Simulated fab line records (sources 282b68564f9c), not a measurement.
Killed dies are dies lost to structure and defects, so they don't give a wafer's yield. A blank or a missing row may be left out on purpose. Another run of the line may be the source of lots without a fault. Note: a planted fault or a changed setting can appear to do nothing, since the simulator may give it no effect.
Shared-tool check :: flow ritCmos :: 13 lots, 42 wafers sampled

== WHAT PROMPTED THE OPENING ==
Of 13 lots, 1 have the reading NRETRO_TW flagged at RIT_NRETRO_TW_MEAS_10. No-fault wafers: 1055, standard deviation 7.4.
Rule: a lot is flagged when every wafer of it that has a number lies more than 4 standard deviations from that mean, or none has a number. The rest of the lots are taken to be sound.

lot: L191
measured: day 2 11:37
on: filmMetro-03
NRETRO_TW, wafer by wafer: 1062 1063 1062
flag: 

lot: L192
measured: day 2 16:16
on: filmMetro-04
NRETRO_TW, wafer by wafer: 1057 1055 1064
flag: 

lot: L193
measured: day 2 21:27
on: filmMetro-03
NRETRO_TW, wafer by wafer: 1060 1060 1061
flag: 

lot: L194
measured: day 3 01:34
on: filmMetro-04
NRETRO_TW, wafer by wafer: 1051 1042 1048
flag: 

lot: L195
measured: day 3 06:28
on: filmMetro-04
NRETRO_TW, wafer by wafer: 1057 1059 1054
flag: 

lot: L196
measured: day 3 11:57
on: filmMetro-03
NRETRO_TW, wafer by wafer: 1072 1065 1069
flag: 

lot: L198
measured: day 3 22:05
on: filmMetro-03
NRETRO_TW, wafer by wafer: 1067 1066 1071
flag: 

lot: L199
measured: day 4 02:46
on: filmMetro-04
NRETRO_TW, wafer by wafer: 30 30 30 30 30 30
flag: FLAGGED

lot: L209
measured: day 6 05:09
on: filmMetro-03
NRETRO_TW, wafer by wafer: 1059 1059 1057
flag: 

lot: L210
measured: day 6 09:43
on: filmMetro-02
NRETRO_TW, wafer by wafer: 1054 1053 1048
flag: 

lot: L211
measured: day 6 15:52
on: filmMetro-04
NRETRO_TW, wafer by wafer: 1064 1061 1059
flag: 

lot: L212
measured: day 6 20:46
on: filmMetro-04
NRETRO_TW, wafer by wafer: 1056 1063 1063
flag: 

lot: L213
measured: day 7 02:06
on: filmMetro-03
NRETRO_TW, wafer by wafer: 1064 1063 1064
flag: 
Flagged lots average 30: -1025 relative to the usual, that is -99 or more standard deviations.

== WHICH TOOL EACH LOT WENT THROUGH ==
The record keeps 1 process step preceding the reading, out of 202 steps on the route. Cell contents, in order: the tool; ch with the chambers the sampled wafers went through; the start.
lot: L191
flag: 
RIT_NRETRO_EXPOSE_03: ilineStepper-02 ch 0, day 2 10:35

lot: L192
flag: 
RIT_NRETRO_EXPOSE_03: ilineStepper-02 ch 0, day 2 15:13

lot: L193
flag: 
RIT_NRETRO_EXPOSE_03: ilineStepper-01 ch 0, day 2 20:25

lot: L194
flag: 
RIT_NRETRO_EXPOSE_03: ilineStepper-02 ch 0, day 3 00:28

lot: L195
flag: 
RIT_NRETRO_EXPOSE_03: ilineStepper-02 ch 0, day 3 05:26

lot: L196
flag: 
RIT_NRETRO_EXPOSE_03: ilineStepper-01 ch 0, day 3 10:55

lot: L198
flag: 
RIT_NRETRO_EXPOSE_03: ilineStepper-01 ch 0, day 3 21:04

lot: L199
flag: FLAGGED
RIT_NRETRO_EXPOSE_03: ilineStepper-01 ch 0, day 4 01:43

lot: L209
flag: 
RIT_NRETRO_EXPOSE_03: ilineStepper-02 ch 0, day 6 04:08

lot: L210
flag: 
RIT_NRETRO_EXPOSE_03: ilineStepper-02 ch 0, day 6 08:29

lot: L211
flag: 
RIT_NRETRO_EXPOSE_03: ilineStepper-02 ch 0, day 6 14:50

lot: L212
flag: 
RIT_NRETRO_EXPOSE_03: ilineStepper-02 ch 0, day 6 19:43

lot: L213
flag: 
RIT_NRETRO_EXPOSE_03: ilineStepper-01 ch 0, day 7 01:04
These steps, and what they do:
- RIT_NRETRO_EXPOSE_03: exposes mask M4, target cd 43900 nm.
- RIT_NRETRO_TW_MEAS_10

== FLAGGED OVER TOTAL, TOOL BY TOOL (the gauges that took the reading come last) ==
step: RIT_NRETRO_EXPOSE_03
tool: ilineStepper-01
lots run: 5
flagged: 1
share of the flagged lots: all
sound lots run after its first flagged lot: 1 (L213)

step: RIT_NRETRO_EXPOSE_03
tool: ilineStepper-02
lots run: 8
flagged: 0
share of the flagged lots: none
sound lots run after its first flagged lot: -

step: RIT_NRETRO_TW_MEAS_10
tool: filmMetro-02
lots run: 1
flagged: 0
share of the flagged lots: none
sound lots run after its first flagged lot: -

step: RIT_NRETRO_TW_MEAS_10
tool: filmMetro-03
lots run: 6
flagged: 0
share of the flagged lots: none
sound lots run after its first flagged lot: -

step: RIT_NRETRO_TW_MEAS_10
tool: filmMetro-04
lots run: 6
flagged: 1
share of the flagged lots: all
sound lots run after its first flagged lot: 2 (L211,L212)

== THE TABLE: WHAT IT ALLOWS ==
Every flagged lot went through 2 rows of the table: ilineStepper-01 at RIT_NRETRO_EXPOSE_03 and filmMetro-04 at RIT_NRETRO_TW_MEAS_10.
- ilineStepper-01 at RIT_NRETRO_EXPOSE_03 ran 5 lots, 1 of them flagged. After the first flagged lot (L213), sound lots still ran on it; a lasting fault on the whole tool would not permit that.
- filmMetro-04 at RIT_NRETRO_TW_MEAS_10 ran 6 lots, 1 of them flagged. After the first flagged lot (L211, L212), sound lots still ran on it; a lasting fault on the whole tool would not permit that.
Every row of the table either missed a flagged lot or ran a sound lot after the first.

== WHAT HAD BEEN PUT IN BY THE SIMULATOR ==
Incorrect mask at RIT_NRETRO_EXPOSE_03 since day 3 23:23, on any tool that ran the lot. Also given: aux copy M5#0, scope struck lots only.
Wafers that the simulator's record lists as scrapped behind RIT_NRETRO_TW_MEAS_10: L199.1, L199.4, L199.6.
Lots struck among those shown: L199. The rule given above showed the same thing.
